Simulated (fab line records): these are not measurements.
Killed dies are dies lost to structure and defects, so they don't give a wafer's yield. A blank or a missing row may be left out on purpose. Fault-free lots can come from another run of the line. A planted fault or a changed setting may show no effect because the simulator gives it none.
Which tool was responsible?    flow berkeley_cmos170    Sampling: 14 lots, 42 wafers, 4 of 331 route steps

== WHAT THE GAUGES READ, wafer by wafer ==
UCB170_ACTIVE_CD_MEAS_13 targets a cd of 1200 nm. Usual: 1199.8 nm for cd_nm, sd 1.3.
lot   measured     on         cd_nm (nm)                                 flag
L175  day 5 01:53  cd_sem-01  1200.7 1199.7 1200.5                       
L177  day 5 06:32  cd_sem-01  1199.8 1199.3 1199.0                       
L176  day 5 06:46  cd_sem-02  1198.2 1198.8 1197.7                       
L179  day 5 18:38  cd_sem-01  1201.0 1202.2 1200.7                       
L178  day 5 18:45  cd_sem-02  1199.3 1200.1 1201.5                       
L180  day 6 03:31  cd_sem-02  1199.1 1199.2 1200.0                       
L181  day 6 04:07  cd_sem-02  1199.7 1200.2 1201.3                       
L186  day 7 13:10  cd_sem-01  1198.4 1196.2 1196.3                       
L188  day 7 19:08  cd_sem-02  1245.4 1245.9 1245.8 1245.6 1246.3 1245.4  OFF
L190  day 8 11:14  cd_sem-02  1237.1 1237.8 1238.2 1237.1 1238.0 1238.1  OFF
L191  day 8 18:41  cd_sem-01  1199.7 1198.5 1199.1                       
L194  day 8 23:05  cd_sem-02  1200.0 1199.5 1200.4                       
L193  day 8 23:22  cd_sem-02  1201.0 1200.8 1200.3                       
L197  day 9 18:39  cd_sem-01  1201.7 1199.8 1200.3                       

UCB170_V2_OVL_MEAS_13. Usual: for V2_OVL the level is -1 nm and the standard deviation is 5.4.
lot   measured      on          V2_OVL (nm)  flag
L175  day 9 11:20   overlay-01  0 -1 -1      
L177  day 9 11:59   overlay-02  -4 -1 3      
L176  day 9 12:00   overlay-01  4 5 4        
L179  day 9 12:21   overlay-01  -9 -7 -13    
L178  day 9 12:35   overlay-02  0 1 -3       
L180  day 10 07:12  overlay-01  6 3 4        
L181  day 10 06:56  overlay-01  6 3 5        
L186  day 11 10:40  overlay-02  -6 -1 2      
L188  day 11 13:05  overlay-01  0 -2 2       
L190  day 12 02:39  overlay-02  3 -1 -3      
L191  day 12 14:45  overlay-02  -4 0 -6      
L194  day 12 14:59  overlay-01  -3 -4 -6     
L193  day 12 15:32  overlay-01  -1 0 0       
L197  day 13 08:10  overlay-01  -14 -11 -15  

== TOOL THAT RAN EACH LOT (tool first, then ch and the chambers of the sampled wafers, then the start) ==
lot   UCB170_ACTIVE_EXPOSE_10           UCB170_V2_CMP_02
L175  krf_scanner-01 ch 0, day 5 01:20  cmp-01 ch 0,1,2, day 9 09:27
L177  krf_scanner-01 ch 0, day 5 05:58  cmp-01 ch 0,1,2, day 9 09:42
L176  krf_scanner-02 ch 0, day 5 06:14  cmp-01 ch 0,1,3, day 9 10:09
L179  krf_scanner-01 ch 0, day 5 17:38  cmp-02 ch 0,1,3, day 9 10:15
L178  krf_scanner-01 ch 0, day 5 17:45  cmp-01 ch 2,3, day 9 10:18
L180  krf_scanner-01 ch 0, day 6 03:08  cmp-02 ch 1,2,3, day 10 05:20
L181  krf_scanner-01 ch 0, day 6 03:44  cmp-01 ch 0,1,2, day 10 05:10
L186  krf_scanner-01 ch 0, day 7 12:01  cmp-01 ch 1,2, day 11 08:55
L188  krf_scanner-02 ch 0, day 7 18:42  cmp-02 ch 0,2, day 11 10:05
L190  krf_scanner-02 ch 0, day 8 10:50  cmp-02 ch 0,1,2, day 12 00:26
L191  krf_scanner-01 ch 0, day 8 18:16  cmp-02 ch 0,1,2, day 12 13:01
L194  krf_scanner-01 ch 0, day 8 22:42  cmp-01 ch 1,2, day 12 13:17
L193  krf_scanner-01 ch 0, day 8 22:49  cmp-01 ch 1,2,3, day 12 13:55
L197  krf_scanner-01 ch 0, day 9 18:13  cmp-01 ch 2,3, day 13 06:04
- UCB170_ACTIVE_EXPOSE_10: exposes mask ACTIVE, target cd 1200 nm.
- UCB170_V2_CMP_02: polishes SiO2.

== AS READ BY THE TOOLS THEMSELVES (means over the sampled wafers that have a number; for cases with no such wafer, the mark the record gives instead) ==
UCB170_ACTIVE_EXPOSE_10. Usual: 19.997 for exposure_dose_mJ_cm2, sd 0.016.
lot   tool            exposure_dose_mJ_cm2  flag
L175  krf_scanner-01  20.009                
L177  krf_scanner-01  19.986                
L176  krf_scanner-02  20.012                
L179  krf_scanner-01  19.998                
L178  krf_scanner-01  20.013                
L180  krf_scanner-01  20.001                
L181  krf_scanner-01  19.978                
L186  krf_scanner-01  20.011                
L188  krf_scanner-02  15.424                OFF
L190  krf_scanner-02  16.308                OFF
L191  krf_scanner-01  20.000                
L194  krf_scanner-01  19.979                
L193  krf_scanner-01  20.009                
L197  krf_scanner-01  19.999                

UCB170_V2_CMP_02. Usual: 15.7 A for motor_current_A, sd 1.2.
lot   tool    motor_current_A (A)  flag
L175  cmp-01  16.0                 
L177  cmp-01  16.0                 
L176  cmp-01  15.5                 
L179  cmp-02  15.6                 
L178  cmp-01  14.5                 
L180  cmp-02  16.1                 
L181  cmp-01  16.5                 
L186  cmp-01  16.9                 
L188  cmp-02  15.2                 
L190  cmp-02  14.5                 
L191  cmp-02  15.4                 
L194  cmp-01  16.3                 
L193  cmp-01  15.9                 
L197  cmp-01  15.5                 

== THE ANSWER, worked out from the rows above alone ==
Rule: lot off if the mean of its wafers having a number is beyond 3 standard deviations from the usual mean. Also off: a lot with no number at a reading for which 4 or more lots have one. Any other lot the step has rows for is counted as sound. The gauges are gone through in route order, then the tools' own readings, and for those a lot's mean is taken as printed above. The first step at which some lot is off is used, and at that step the reading that is off furthest; a lot without a number counts as furthest.
Off: L188, L190 (UCB170_ACTIVE_CD_MEAS_13, cd_nm).
A tool fits if, at a process step before that reading, it ran every lot that is off, and no sound lot after the first of them. The gauges at UCB170_ACTIVE_CD_MEAS_13 aren't tried: what is off there is off at UCB170_ACTIVE_EXPOSE_10 too, on other tools, and a gauge's error can't cause that. One candidate fits, namely krf_scanner-02 at UCB170_ACTIVE_EXPOSE_10. A fault onset in the window from L176 (day 5 06:14, its last sound lot) to L188 (day 7 18:42, its first lot off) fits.
On the lots that are off, the tool's own readings at UCB170_ACTIVE_EXPOSE_10 differ by more than 5 times the standard deviation of the sound lots' means, which bears it out; exposure_dose_mJ_cm2 reads 15.866 there versus 20.000 on the sound lots.

== WHAT THE SIMULATOR HAD INSERTED ==
Process parameters drifting: krf_scanner-02 at UCB170_ACTIVE_EXPOSE_10, beginning at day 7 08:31. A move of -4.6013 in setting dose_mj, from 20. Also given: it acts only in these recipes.
Shown lots that were struck: L188, L190. The rule given above showed the same thing.
